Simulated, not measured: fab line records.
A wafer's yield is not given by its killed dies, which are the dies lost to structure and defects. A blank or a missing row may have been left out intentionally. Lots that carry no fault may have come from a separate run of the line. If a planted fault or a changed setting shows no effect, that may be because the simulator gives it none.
Which tool is to blame? -- flow berkeley cmos170 -- 14 lots, 42 wafers sampled, at 5 steps of a route of 331

## WHAT THE GAUGES READ, wafer by wafer
UCB170_M1_OVL_MEAS_10. Usual: M1_OVL 1 nm, standard deviation 5.7.
lot,measured,on,M1_OVL (nm),flag
L288,day 6 15:57,overlay-02,10 5 7,
L289,day 6 18:42,overlay-02,-8 -1 -7,
L292,day 7 14:50,overlay-02,-13 -10 -9,
L290,day 7 15:07,overlay-01,-14 -4 -9,
L296,day 7 22:05,overlay-02,4 -1 1,
L298,day 8 21:12,overlay-01,1 4 -1,
L299,day 8 21:29,overlay-02,5 3 3,
L301,day 9 12:14,overlay-01,5 1 0,
L302,day 9 18:48,overlay-01,3 2 -1,
L305,day 10 00:20,overlay-01,-9 -9 -8,
L304,day 10 04:34,overlay-01,1 0 2,
L307,day 10 17:49,overlay-01,2 3 4,
L308,day 11 00:40,overlay-02,-5 -6 -3,
L306,day 11 01:20,overlay-02,-6 6 1,

UCB170_V2_THK_MEAS_01. Usual: V2_TEOS_THK 1994 nm, standard deviation 24.
lot,measured,on,V2_TEOS_THK (nm),flag
L288,day 7 01:51,film metro-04,1975 2027 1981,
L289,day 7 04:44,film metro-04,1976 2006 1989,
L292,day 8 01:47,film metro-04,1968 2006 1987,
L290,day 8 02:22,film metro-01,1990 1953 1986,
L296,day 8 06:50,film metro-01,1970 1990 2014,
L298,day 9 08:20,film metro-01,1972 2019 1971,
L299,day 9 09:20,film metro-04,1243 1217 1263,OFF
L301,day 9 23:17,film metro-02,1240 1229 1242,OFF
L302,day 10 09:11,film metro-02,1989 2015 2025,
L305,day 10 11:14,film metro-04,1978 1969 2018,
L304,day 10 13:57,film metro-02,1974 2010 2028,
L307,day 11 03:40,film metro-04,1969 1999 2010,
L308,day 11 13:04,film metro-02,1995 1983 1982,
L306,day 11 12:47,film metro-01,1966 1978 2005,

UCB170_V2_BOW_MEAS_03. Usual: V2_BOW 36 um, standard deviation 6.9.
lot,measured,on,V2_BOW (um),flag
L288,day 7 02:13,film metro-02,20 32 36,
L289,day 7 05:07,film metro-01,39 52 41,
L292,day 8 02:08,film metro-02,47 42 40,
L290,day 8 02:43,film metro-04,29 27 25,
L296,day 8 07:12,film metro-02,29 38 31,
L298,day 9 08:41,film metro-02,33 25 36,
L299,day 9 09:42,film metro-01,32 35 36,
L301,day 9 23:39,film metro-01,30 31 30,
L302,day 10 09:34,film metro-01,37 44 38,
L305,day 10 11:36,film metro-04,45 39 49,
L304,day 10 14:19,film metro-01,34 39 38,
L307,day 11 04:02,film metro-01,42 37 41,
L308,day 11 13:26,film metro-02,34 41 31,
L306,day 11 13:08,film metro-01,42 35 34,

UCB170_M3_THK_MEAS_03: measures by xrf. Usual: M3_AL_THK 888 nm, standard deviation 13.
lot,measured,on,M3_AL_THK (nm),flag
L288,day 7 05:17,film metro-03,880 900 881,
L289,day 7 07:32,film metro-03,888 880 886,
L292,day 8 04:18,film metro-04,890 892 875,
L290,day 8 06:31,film metro-03,882 877 881,
L296,day 8 10:03,film metro-03,886 880 890,
L298,day 9 11:08,film metro-03,863 886 880,
L299,day 9 12:06,film metro-04,881 889 890,
L301,day 10 02:02,film metro-03,886 896 888,
L302,day 10 11:47,film metro-02,899 915 918,
L305,day 10 13:37,film metro-04,881 883 881,
L304,day 10 16:38,film metro-04,904 899 909,
L307,day 11 06:11,film metro-02,899 893 889,
L308,day 11 15:41,film metro-04,914 907 902,
L306,day 11 15:17,film metro-04,885 889 883,

## WHAT TOOL EACH LOT RAN ON (gives the tool, then ch and the chambers of the sampled wafers, and finally the start)
lot,UCB170_V2_CVD_00
L288,"pecvd-02 ch 0,1,2, day 7 01:41"
L289,"pecvd-01 ch 0,1,2, day 7 04:34"
L292,"pecvd-02 ch 0,1,2, day 8 01:38"
L290,"pecvd-03 ch 0,1,2, day 8 02:13"
L296,"pecvd-01 ch 0,1,2, day 8 06:41"
L298,"pecvd-01 ch 0,1, day 9 08:11"
L299,"pecvd-02 ch 0,1,2, day 9 09:11"
L301,"pecvd-02 ch 0,2, day 9 23:08"
L302,"pecvd-03 ch 0,1,2, day 10 09:01"
L305,"pecvd-01 ch 0,1,2, day 10 11:04"
L304,"pecvd-03 ch 0,2, day 10 13:47"
L307,"pecvd-01 ch 0,2, day 11 03:29"
L308,"pecvd-01 ch 0,1,2, day 11 12:54"
L306,"pecvd-01 ch 1,2, day 11 12:38"
- UCB170_V2_CVD_00: deposits SiO2 from TEOS/O2, target thk 2000 nm, time 250 s.

## AS READ BY THE TOOLS THEMSELVES (means over the sampled wafers that have a number; for cases with no such wafer, the mark the record gives instead)
UCB170_V2_CVD_00. Usual: heater power w 254 W, standard deviation 51; pressure mtorr 9002 mTorr, standard deviation 18; run length s 277.9 s, standard deviation 0.61.
lot,tool,heater power w (W),pressure mtorr (mTorr),run length s (s),flag
L288,pecvd-02,245,8986,277.7,
L289,pecvd-01,294,9007,278.2,
L292,pecvd-02,242,9026,277.8,
L290,pecvd-03,233,9013,277.9,
L296,pecvd-01,326,9008,277.9,
L298,pecvd-01,271,8987,278.3,
L299,pecvd-02,257,8995,184.4,OFF
L301,pecvd-02,232,8994,184.2,OFF
L302,pecvd-03,227,9013,277.7,
L305,pecvd-01,281,9000,277.9,
L304,pecvd-03,199,8999,278.0,
L307,pecvd-01,252,9007,278.3,
L308,pecvd-01,284,9000,277.9,
L306,pecvd-01,288,8988,277.9,

## THE ANSWER, worked out from the rows above alone
Rule: a lot is off if the mean of its wafers that have a number lies more than 3 standard deviations from the usual mean. A lot without any number at a reading at which 4 lots or more have one is off too. Any other lot the step has rows for is counted as sound. After the gauges, taken in route order, come the tools' own readings; for these a lot's mean is taken, as printed above. At the first step where some lot is off, the reading lying furthest off is the one used; lots without a number count as furthest.
Off: L299, L301, seen at UCB170_V2_THK_MEAS_01 (V2_TEOS_THK).
A tool fits if, at a process step before that reading, it ran every lot that is off, and no sound lot after the first of them. The gauges at UCB170_V2_THK_MEAS_01 aren't tried: what is off there is off at UCB170_V2_CVD_00 too, on other tools, and a gauge's error can't cause that. One candidate fits, namely pecvd-02 at UCB170_V2_CVD_00. A fault onset in the window from L292 (day 8 01:38, its last sound lot) to L299 (day 9 09:11, its first lot off) fits.
The tool's own readings at UCB170_V2_CVD_00 bear it out: on the lots that are off they differ by more than 5 times the standard deviation of the sound lots' means. run length s reads 184.3 s there against 278.0 s on the sound lots.

## WHAT HAD BEEN PUT IN BY THE SIMULATOR
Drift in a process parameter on pecvd-02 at UCB170_V2_CVD_00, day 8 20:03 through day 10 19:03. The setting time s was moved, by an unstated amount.
Shown lots that were struck: L299, L301. The rule above found the same.
